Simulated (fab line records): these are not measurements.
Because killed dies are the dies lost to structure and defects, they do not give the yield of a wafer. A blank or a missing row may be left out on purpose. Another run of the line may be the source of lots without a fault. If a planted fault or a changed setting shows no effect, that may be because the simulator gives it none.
One fault seen from 2 desks / flow rit-cmos / what lay behind the numbers comes last; until then each desk has only its own

AT THE TOOL OWNER'S DESK: implanter-04
For each lot that ran on this tool, the mean over its sampled wafers that have a number, from the tool's own readings at RIT_PWELL_IMPLANT_08. If a lot's mean is further than 4 standard deviations from the usual mean, the lot is out of limits and carries the mark OUT (the distance appears in the brackets).
Columns: A = beam-energy-keV at RIT_PWELL_IMPLANT_08, usual 170.01; B = dose-ions-cm2 at RIT_PWELL_IMPLANT_08, usual 7.001e+13; C = faraday-current-uA at RIT_PWELL_IMPLANT_08, usual 222; D = tilt-deg at RIT_PWELL_IMPLANT_08, usual 7.003 degrees
lot=L248; first seen here=day 2 00:06; A=169.99; B=6.995e+13; C=221; D=7.026
lot=L251; first seen here=day 2 18:01; A=170.08; B=6.999e+13; C=221; D=7.004
lot=L253; first seen here=day 3 05:22; A=170.04; B=7.000e+13; C=226; D=6.998
lot=L256; first seen here=day 3 14:22; A=170.02; B=6.997e+13; C=225; D=6.982
lot=L258; first seen here=day 4 00:17; A=170.03; B=7.570e+13 (+76) OUT; C=247 (+5.7) OUT; D=6.986
lot=L259; first seen here=day 4 10:19; A=169.99; B=7.553e+13 (+74) OUT; C=241 (+4.4) OUT; D=7.008
lot=L260; first seen here=day 4 11:42; A=170.00; B=7.551e+13 (+73) OUT; C=242 (+4.6) OUT; D=7.019
lot=L271; first seen here=day 6 19:31; A=169.96; B=7.003e+13; C=221; D=6.987
This desk's verdict: out of limits on L258, L259, L260, starting with L258 at day 4 00:17 (dose-ions-cm2 at RIT_PWELL_IMPLANT_08). L248, L251, L253, L256, L271: within limits.

FROM THE METROLOGY DESK
Means of the sampled wafers that have a number, per lot and without regard to the tool the lot ran on: this is what the gauges read. If a lot's mean is further than 4 standard deviations from the usual mean, the lot is out of limits and carries the mark OUT (the distance appears in the brackets).
Columns: A = cd-nm at RIT_ACTIVE_CD_MEAS_90, usual 1400.5 nm; B = FIELD_OXIDE_LEFT_1_THK at RIT_FOX2_THK_MEAS_90, usual 323 nm; C = PWELL_TW at RIT_PWELL_TW_MEAS_10, usual 954; D = PWELL_RS at RIT_WELLDRIVE_RS_MEAS_02, usual 429.4 ohm/sq; E = PRETRO_OVL at RIT_PRETRO_OVL_MEAS_06, usual -0.6 nm
lot=L248; first seen here=day 1 16:53; A=1401.4; B=326; C=964; D=430.0; E=0.9
lot=L249; first seen here=day 1 20:37; A=1398.8; B=330; C=960; D=429.1; E=-0.9
lot=L250; first seen here=day 2 01:13; A=1396.0; B=319; C=954; D=430.0; E=-2.1
lot=L251; first seen here=day 2 07:09; A=1400.6; B=321; C=949; D=429.8; E=-0.8
lot=L252; first seen here=day 2 14:32; A=1401.2; B=327; C=956; D=430.9; E=-1.5
lot=L253; first seen here=day 2 19:31; A=1401.8; B=315; C=945; D=430.7; E=-2.0
lot=L254; first seen here=day 2 21:14; A=1399.0; B=325; C=960; D=430.7; E=0.7
lot=L256; first seen here=day 3 07:11; A=1397.6; B=323; C=961; D=429.2; E=-1.6
lot=L258; first seen here=day 3 17:07; A=1401.5; B=316; C=986 (+5.1) OUT; D=410.5 (-16) OUT; E=-4.0
lot=L259; first seen here=day 3 22:50; A=1401.3; B=316; C=978; D=407.9 (-18) OUT; E=-0.1
lot=L260; first seen here=day 4 03:16; A=1403.7; B=325; C=972; D=410.5 (-16) OUT; E=0.4
lot=L271; first seen here=day 6 11:04; A=1398.0; B=332; C=948; D=429.7; E=-0.1
This desk reports L258, L259, L260 out of limits; the earliest was L258 at day 4 00:36 (PWELL_TW at RIT_PWELL_TW_MEAS_10). L248, L249, L250, L251, L252, L253, L254, L256, L271: within limits.

BROUGHT TOGETHER
On L258, L259, L260, at day 4 00:17, an alarm was possible from the tool owner's desk.
The metrology desk could have raised an alarm at day 4 00:36, on L258, L259, L260.
Every lot named ran RIT_PWELL_IMPLANT_08 on implanter-04.

WHAT THE SIMULATOR HAD PUT IN
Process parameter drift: implanter-04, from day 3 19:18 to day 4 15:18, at RIT_PWELL_IMPLANT_08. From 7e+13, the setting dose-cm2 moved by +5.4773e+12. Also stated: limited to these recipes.
Lots struck among those shown: L258, L259, L260.
Fault start to first reading out of limits, in hours, per desk: tool owner, 5; metrology, 5.
